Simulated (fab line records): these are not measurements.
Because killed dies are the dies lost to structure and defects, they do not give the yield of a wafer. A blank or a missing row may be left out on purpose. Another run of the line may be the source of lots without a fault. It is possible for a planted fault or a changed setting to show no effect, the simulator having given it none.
One fault seen from 2 desks ; flow berkeley cmos170 ; every desk sees just its own numbers, and what lay behind them comes last

== TOOL OWNER'S DESK, rie diel-01 ==
The tool's own readings at UCB170_SPACER_ETCHBACK_03 (etches SiO2 in CHF3/CF4/Ar, stops on Si, target depth 376 nm, time 100 s): means of the sampled wafers that have a number, for each lot that ran on this tool. If a lot's mean is further than 4 standard deviations from the usual mean, the lot is out of limits and carries the mark OUT (the distance appears in the brackets).
Columns: A = drypump motor current A at UCB170_SPACER_ETCHBACK_03, usual 5.7 A; B = oes product au at UCB170_SPACER_ETCHBACK_03, usual 0.878 a.u.; C = rf fwd power W at UCB170_SPACER_ETCHBACK_03, usual 496.9 W; D = throttle valve pct at UCB170_SPACER_ETCHBACK_03, usual 6.49 %
lot;first seen here;A;B;C;D
L213;day 8 01:14;5.5;0.876;496.5;6.53
L215;day 8 16:06;5.1;0.860;495.6;6.49
L220;day 9 13:09;5.9;0.871;497.3;6.52
L223;day 10 03:53;6.4;0.712 (-11) OUT;496.9;6.56
L224;day 10 09:38;5.6;0.695 (-12) OUT;497.4;6.52
This desk finds L223, L224 out of limits, L223 being first, at day 10 03:53 (oes product au at UCB170_SPACER_ETCHBACK_03). Within limits: L213, L215, L220.

== FROM THE METROLOGY DESK ==
What the gauges read, lot by lot, whatever tool the lot ran on: means of the sampled wafers that have a number. If a lot's mean is further than 4 standard deviations from the usual mean, the lot is out of limits and carries the mark OUT (the distance appears in the brackets).
Columns: A = ACTIVE_OVL at UCB170_ACTIVE_OVL_MEAS_14, usual 0 nm; B = NVT_OVL at UCB170_NVT_OVL_MEAS_06, usual 2 nm
lot;first seen here;A;B
L212;day 4 17:27;-2;5
L213;day 5 01:10;-1;-1
L215;day 5 13:18;-3;-4
L218;day 6 00:23;7;-0
L220;day 6 13:05;3;7
L223;day 7 03:37;7;3
L222;day 7 03:51;0;10
L224;day 7 12:18;-3;-4
L228;day 8 05:17;-6;-1
L230;day 8 13:07;2;-2
L231;day 8 21:00;-2;-5
L233;day 9 05:23;-5;11
L232;day 9 05:32;4;4
L235;day 9 22:34;6;-1
Finding of this desk: none of the 14 lots has anything out of limits.

== BROUGHT TOGETHER ==
An alarm could have come from the tool owner's desk at day 10 03:53, on L223, L224.
Nothing out of limits was seen by the metrology desk.
The metrology desk holds a record of L223, L224, inside its limits.
All the named lots went through UCB170_SPACER_ETCHBACK_03 on rie diel-01.

== WHAT THE SIMULATOR HAD PUT IN ==
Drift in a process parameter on rie diel-01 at UCB170_SPACER_ETCHBACK_03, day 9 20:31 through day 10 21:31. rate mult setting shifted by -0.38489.
Struck lots among those shown: L223, L224.
Each desk's first reading out of limits, in hours after the fault started: the tool owner's desk, 7.
